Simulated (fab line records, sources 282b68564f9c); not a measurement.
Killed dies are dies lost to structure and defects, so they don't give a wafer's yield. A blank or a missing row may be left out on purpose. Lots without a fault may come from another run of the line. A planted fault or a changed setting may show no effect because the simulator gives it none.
A struck lot beside a sound one | flow rit_cmos | 39 steps out of a route of 202
Sound: wafers L108.1, L108.3, L108.4. Struck: wafers L113.1, L113.4, L113.6. The cause comes at the end.
At each step with rows: each side's tool, then ch and its chambers, then its first start. Under that, the readings that differ: sound wafers | struck wafers | difference of the means | sigmas: that difference in standard deviations of wafers without a fault.
alike: readings whose means differ by less than 2 such deviations, and words and numbers that are the same on both sides. not compared: withheld readings, readings that some wafer has no value for, bounds like >300 that may hide the same value, and numbers for which the record gives no deviation and whose values overlap.
The two part at a step that has a row with sigmas, a row that says differs or no value, or rows on one side only. Numbers that don't overlap but have no deviation are shown without sigmas and don't part them. A reading that every wafer of one side lacks parts them only if that side has two wafers or more.

first, 3 steps without rows for these wafers: RIT_GATE_EXPOSE_13 (exposes mask M6, target cd 150 nm); RIT_GATE_PEB_14; RIT_GATE_DEVELOP_15 (develop time 50 s).
RIT_GATE_CD_MEAS_16: target cd 150 nm.
  sound on cd_sem-01, day 4 05:31; struck on cd_sem-01, day 5 06:12
  alike: cd_nm
RIT_GATE_OVL_MEAS_17:
  sound on overlay-01, day 4 05:38; struck on overlay-02, day 5 06:19
  alike: GATE_OVL
then, 1 step without rows for these wafers: RIT_GATE_HARDBAKE_18 (time 60 s).
RIT_GATE_ETCH_19: etches poly-Si in SF6/CHF3/O2, stops on SiO2, time 165 s, target depth 312.5 nm.
  sound on rie_si-01 ch 0,1, day 4 05:49; struck on rie_si-02 ch 0,1,2, day 5 06:30
  alike: drypump_motor_current_A, oes_product_au, throttle_valve_pct
  not compared: rf_hours_counter_h
RIT_GATE_STRIP_20: strips in O2, time 180 s.
  sound on plasma_asher-02 ch 0,1, day 4 05:55; struck on plasma_asher-01 ch 1, day 5 06:37
  alike: drypump_motor_current_A, o2_flow_sccm
  not compared: rf_hours_counter_h
RIT_GATE_CD_MEAS_90: target cd 150 nm.
  sound on cd_sem-01, day 4 06:06; struck on cd_sem-02, day 5 06:47
  alike: cd_nm
then, 3 steps without rows for these wafers: RIT_REOX_CLEAN_00 (cleans in SC1, time 600 s); RIT_REOX_CLEAN_01 (cleans in dHF, time 30 s); RIT_REOX_CLEAN_02 (cleans in SC2, time 600 s).
RIT_REOX_OXIDATION_03: target thk 25.2 nm, ox time 5580 s.
  sound on furnace-03 ch 0, day 4 06:36; struck on furnace-04 ch 0, day 5 10:20
  reading                 | sound             | struck            | difference | sigmas
  ox_temp_c (C)           | 899.9 899.6 900.3 | 901.1 900.6 900.6 | +0.8       | +2
  zone_power_load_pct (%) | 26.1 26.5 26.0    | 22.2 22.1 22.0    | -4.1       | -2
  alike: tube_center_temp_C
RIT_REOX_THK_MEAS_04:
  sound on film_metro-03, day 4 09:09; struck on film_metro-03, day 5 12:53
  reading             | sound          | struck         | difference | sigmas
  REOX_OXIDE_THK (nm) | 25.4 25.0 25.7 | 40.6 40.8 40.1 | +15.1      | +30
then, 6 steps without rows for these wafers: RIT_NLDD_HMDS_00 (prime time 60 s); RIT_NLDD_COAT_01 (resist thk 1000 nm); RIT_NLDD_SOFTBAKE_02 (time 60 s); RIT_NLDD_EXPOSE_03 (exposes mask M7, target cd 40700 nm); RIT_NLDD_PEB_04; RIT_NLDD_DEVELOP_05 (develop time 50 s).
RIT_NLDD_OVL_MEAS_06:
  sound on overlay-02, day 4 10:16; struck on overlay-02, day 5 14:11
  alike: NLDD_OVL
then, 2 steps without rows for these wafers: RIT_NLDD_HARDBAKE_07 (time 60 s); RIT_NLDD_IMPLANT_08.
RIT_NLDD_STRIP_09: strips in O2, time 180 s.
  sound on plasma_asher-01 ch 0,1, day 4 10:36; struck on plasma_asher-01 ch 0,1, day 5 21:45
  alike: drypump_motor_current_A, o2_flow_sccm
  not compared: rf_hours_counter_h
RIT_NLDD_TW_MEAS_10:
  sound on film_metro-04, day 4 10:46; struck on film_metro-04, day 5 22:00
  alike: NLDD_TW
then, 6 steps without rows for these wafers: RIT_PLDD_HMDS_00 (prime time 60 s); RIT_PLDD_COAT_01 (resist thk 1000 nm); RIT_PLDD_SOFTBAKE_02 (time 60 s); RIT_PLDD_EXPOSE_03 (exposes mask M8, target cd 40900 nm); RIT_PLDD_PEB_04; RIT_PLDD_DEVELOP_05 (develop time 50 s).
RIT_PLDD_OVL_MEAS_06:
  sound on overlay-02, day 4 11:41; struck on overlay-02, day 5 23:07
  alike: PLDD_OVL
then, 2 steps without rows for these wafers: RIT_PLDD_HARDBAKE_07 (time 60 s); RIT_PLDD_IMPLANT_08.
RIT_PLDD_STRIP_09: strips in O2, time 180 s.
  sound on plasma_asher-02 ch 0,1, day 4 12:01; struck on plasma_asher-02 ch 0,1, day 5 23:28
  alike: drypump_motor_current_A, o2_flow_sccm
  not compared: rf_hours_counter_h
RIT_PLDD_TW_MEAS_10:
  sound on film_metro-03, day 4 12:11; struck on film_metro-04, day 5 23:38
  alike: PLDD_TW
RIT_SPACER_CLEAN_00: cleans in SC1, time 600 s.
  sound on wet_bench-02 ch 2, day 4 12:15; struck on wet_bench-03 ch 0, day 5 23:44
  reading                                     | sound             | struck            | difference | sigmas
  model.SiO2_of_REOX_OXIDATION_03.thk_nm (nm) | 23.43 23.05 23.73 | 37.47 37.61 37.02 | +13.96     |
then, 1 step without rows for these wafers: RIT_SPACER_CLEAN_01 (cleans in dHF, time 30 s).
RIT_M1_PROBE_99:
  sound on prober-01, day 5 01:32; struck on prober-01, day 6 13:19
  alike: killed_at_front_end, killed_dies, killed_open, killed_short

WHERE THEY PART
First at RIT_REOX_OXIDATION_03; last, within this record, at RIT_REOX_THK_MEAS_04. Later steps at which nothing parts them and some readings are alike: RIT_NLDD_OVL_MEAS_06, RIT_NLDD_STRIP_09, RIT_NLDD_TW_MEAS_10, RIT_PLDD_OVL_MEAS_06, RIT_PLDD_STRIP_09, RIT_PLDD_TW_MEAS_10, RIT_M1_PROBE_99.

WHY: what the simulator had put in
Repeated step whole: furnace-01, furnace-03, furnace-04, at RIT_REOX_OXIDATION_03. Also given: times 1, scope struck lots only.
